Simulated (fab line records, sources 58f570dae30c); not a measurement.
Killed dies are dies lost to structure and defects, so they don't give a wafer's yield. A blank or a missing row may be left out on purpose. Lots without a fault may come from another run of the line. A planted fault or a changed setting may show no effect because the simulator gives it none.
Which tool did it? | flow berkeley_cmos170 | 14 lots, 42 wafers sampled, at 1 step of a route of 331

WHAT THE GAUGES READ, wafer by wafer
The record holds no reading of a measuring or inspecting step that can be judged against a usual standard deviation.

WHICH TOOL RAN EACH LOT (tool, then ch and the chambers of the sampled wafers, then the start)
lot  | UCB170_SPACER_ETCHBACK_03
L327 | rie_diel-01 ch 0,1,3, day 7 11:52
L328 | rie_diel-03 ch 0,2,3, day 7 11:56
L330 | rie_diel-03 ch 0,2, day 8 00:20
L333 | rie_diel-03 ch 1,3, day 8 07:47
L336 | rie_diel-02 ch 0,3, day 9 09:44
L338 | rie_diel-03 ch 0,1,2, day 9 16:53
L340 | rie_diel-02 ch 0,1, day 9 16:58
L341 | rie_diel-03 ch 0,2,3, day 9 16:58
L342 | rie_diel-03 ch 1,2,3, day 10 05:59
L343 | rie_diel-01 ch 0,3, day 10 14:21
L344 | rie_diel-03 ch 0,2, day 10 14:21
L345 | rie_diel-01 ch 1,2,3, day 10 18:01
L348 | rie_diel-02 ch 0,1,3, day 11 14:02
L347 | rie_diel-03 ch 0,1, day 11 14:04
- UCB170_SPACER_ETCHBACK_03: etches SiO2 in CHF3/CF4/Ar, stops on Si, target depth 376 nm, time 100 s.

WHAT THE TOOLS THEMSELVES READ (means of the sampled wafers that have a number; where no wafer has one, the mark that the record gives instead)
UCB170_SPACER_ETCHBACK_03. Usual: CHF3_flow_sccm 49.99 sccm, standard deviation 0.15; cf4_flow_sccm 10.004 sccm, standard deviation 0.028; drypump_motor_current_A 5.9 A, standard deviation 0.46; oes_product_au 0.897 a.u., standard deviation 0.014; throttle_valve_pct 6.52 %, standard deviation 0.097.
lot  | tool        | CHF3_flow_sccm (sccm) | cf4_flow_sccm (sccm) | drypump_motor_current_A (A) | oes_product_au (a.u.) | throttle_valve_pct (%) | flag
L327 | rie_diel-01 | 49.97                 | 10.013               | 6.2                         | 0.891                 | 6.52                   |
L328 | rie_diel-03 | 49.97                 | 10.012               | 5.9                         | 0.894                 | 6.47                   |
L330 | rie_diel-03 | -                     | -                    | -                           | -                     | -                      | OFF
L333 | rie_diel-03 | -                     | -                    | -                           | -                     | -                      | OFF
L336 | rie_diel-02 | 49.82                 | 10.028               | 5.6                         | 0.891                 | 6.50                   |
L338 | rie_diel-03 | 50.23                 | 10.005               | 6.1                         | 0.887                 | 6.54                   |
L340 | rie_diel-02 | 49.85                 | 9.998                | 5.4                         | 0.884                 | 6.38                   |
L341 | rie_diel-03 | 50.01                 | 10.008               | 5.9                         | 0.885                 | 6.47                   |
L342 | rie_diel-03 | 50.03                 | 10.019               | 5.9                         | 0.897                 | 6.53                   |
L343 | rie_diel-01 | 50.16                 | 10.005               | 6.1                         | 0.915                 | 6.52                   |
L344 | rie_diel-03 | 50.04                 | 9.973                | 6.1                         | 0.891                 | 6.46                   |
L345 | rie_diel-01 | 49.98                 | 10.023               | 6.1                         | 0.911                 | 6.55                   |
L348 | rie_diel-02 | 50.10                 | 10.019               | 5.3                         | 0.894                 | 6.46                   |
L347 | rie_diel-03 | 50.02                 | 10.013               | 6.3                         | 0.888                 | 6.61                   |

THE ANSWER, worked out from the rows above alone
Rule: a lot is off if the mean of its wafers that have a number lies more than 3 standard deviations from the usual mean. A lot without any number at a reading at which 4 lots or more have one is off too. The other lots that the step has rows for count as sound. The gauges are gone through in route order, then the tools' own readings, and for those a lot's mean is taken as printed above. The first step at which some lot is off is used, and at that step the reading that is off furthest; a lot without a number counts as furthest.
Off: L330, L333, at UCB170_SPACER_ETCHBACK_03 (CHF3_flow_sccm). Without a number there: L330, L333.
A tool fits if, at that step or a process step before it, it ran every lot that is off, and no sound lot after the first of them. None of those tried fits.

WHAT THE SIMULATOR HAD PUT IN
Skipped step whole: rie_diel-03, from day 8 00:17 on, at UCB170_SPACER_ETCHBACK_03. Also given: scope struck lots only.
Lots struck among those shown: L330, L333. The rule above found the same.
